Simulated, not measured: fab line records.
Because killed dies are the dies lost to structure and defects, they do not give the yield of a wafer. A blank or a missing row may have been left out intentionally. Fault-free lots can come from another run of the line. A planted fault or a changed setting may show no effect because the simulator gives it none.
What tool caused it? + flow berkeleyCmos170 + 13 lots with 39 wafers sampled at 3 steps, on a route of 331 steps

== WHAT THE GAUGES READ, wafer by wafer ==
UCB170_V1_THK_MEAS_04. Usual: V1_POLISHED_THK typically reads 1000.2 nm, with standard deviation 1.1.
| lot  | measured     | on           | V1_POLISHED_THK (nm) | flag |
|------|--------------|--------------|----------------------|------|
| L822 | day 7 18:02  | filmMetro-03 | 1001.1 1000.3 1000.7 |      |
| L824 | day 7 20:43  | filmMetro-01 | 999.1 998.6 1000.2   |      |
| L825 | day 8 00:37  | filmMetro-04 | 999.9 1000.5 1001.2  |      |
| L827 | day 8 00:56  | filmMetro-01 | 1000.2 1001.1 1000.6 |      |
| L828 | day 8 13:06  | filmMetro-04 | 999.3 999.3 998.9    |      |
| L830 | day 9 01:18  | filmMetro-03 | 999.3 1002.2 1000.8  |      |
| L829 | day 9 01:19  | filmMetro-04 | 997.2 999.2 997.3    |      |
| L832 | day 9 21:35  | filmMetro-04 | 1002.0 1000.0 1001.1 |      |
| L836 | day 10 04:48 | filmMetro-01 | 999.6 1000.2 1000.7  |      |
| L843 | day 11 07:32 | filmMetro-01 | 1001.8 1000.9 1001.8 |      |
| L840 | day 11 07:50 | filmMetro-04 | 999.3 1000.9 1000.2  |      |
| L841 | day 11 08:01 | filmMetro-01 | 999.6 999.7 1000.9   |      |
| L844 | day 11 10:08 | filmMetro-01 | 1000.3 998.9 1000.2  |      |

UCB170_V1_CD_MEAS_12: target cd 700 nm. Usual: cdNm 700.1 nm, standard deviation 1.5.
| lot  | measured     | on       | cdNm (nm)         | flag |
|------|--------------|----------|-------------------|------|
| L822 | day 7 19:24  | cdSem-01 | 700.4 702.1 700.2 |      |
| L824 | day 7 21:58  | cdSem-02 | 698.6 699.4 700.4 |      |
| L825 | day 8 02:29  | cdSem-02 | 699.9 698.7 699.1 |      |
| L827 | day 8 02:46  | cdSem-02 | 700.6 700.0 702.0 |      |
| L828 | day 8 17:48  | cdSem-01 | 701.4 700.3 702.3 |      |
| L830 | day 9 04:48  | cdSem-01 | 700.1 700.0 700.5 |      |
| L829 | day 9 05:13  | cdSem-02 | 700.7 699.9 699.7 |      |
| L832 | day 9 22:54  | cdSem-02 | 698.9 699.8 698.9 |      |
| L836 | day 10 07:11 | cdSem-02 | 700.4 700.8 700.1 |      |
| L843 | day 11 10:17 | cdSem-02 | 700.6 702.0 700.5 |      |
| L840 | day 11 10:34 | cdSem-01 | 698.5 699.1 698.9 |      |
| L841 | day 11 10:52 | cdSem-01 | 697.6 698.8 699.4 |      |
| L844 | day 11 13:08 | cdSem-02 | 700.7 698.9 701.9 |      |

UCB170_V2_BOW_MEAS_03. Usual: V2_BOW typically reads 36 um, with standard deviation 7.5.
| lot  | measured     | on           | V2_BOW (um) | flag |
|------|--------------|--------------|-------------|------|
| L822 | day 7 23:19  | filmMetro-03 | 30 30 39    |      |
| L824 | day 8 01:36  | filmMetro-01 | 36 27 34    |      |
| L825 | day 8 08:07  | filmMetro-03 | 33 33 36    |      |
| L827 | day 8 08:40  | filmMetro-01 | 33 37 51    |      |
| L828 | day 8 21:53  | filmMetro-03 | 49 37 38    |      |
| L830 | day 9 08:59  | filmMetro-01 | 37 35 40    |      |
| L829 | day 9 09:14  | filmMetro-03 | 41 44 41    |      |
| L832 | day 10 03:01 | filmMetro-03 | 33 31 33    |      |
| L836 | day 10 11:34 | filmMetro-01 | 39 36 56    |      |
| L843 | day 11 16:08 | filmMetro-03 | 34 51 39    |      |
| L840 | day 11 16:31 | filmMetro-03 | 45 39 56    |      |
| L841 | day 11 16:53 | filmMetro-01 | 36 38 36    |      |
| L844 | day 11 17:52 | filmMetro-01 | 37 42 40    |      |

== TOOL THAT RAN EACH LOT (tool first, then ch and the chambers of the sampled wafers, then the start) ==
No process step before these readings appears in the record.

== WHAT THE TOOLS THEMSELVES READ (means of the sampled wafers that have a number; where no wafer has one, the mark that the record gives instead) ==
The record holds no such reading with a usual standard deviation.

== THE ANSWER, worked out from the rows above alone ==
Rule: lot off if the mean of its wafers having a number is beyond 3 standard deviations from the usual mean. Also off: a lot with no number at a reading for which 4 or more lots have one. Any other lot the step has rows for is counted as sound. Order of review: gauges by route order, followed by the tools' own readings, for which a lot's mean as printed above is used. At the first step where some lot is off, the reading lying furthest off is the one used; lots without a number count as furthest.
None of the lots is off at any reading shown; this tells nothing.

== WHAT THE SIMULATOR HAD PUT IN ==
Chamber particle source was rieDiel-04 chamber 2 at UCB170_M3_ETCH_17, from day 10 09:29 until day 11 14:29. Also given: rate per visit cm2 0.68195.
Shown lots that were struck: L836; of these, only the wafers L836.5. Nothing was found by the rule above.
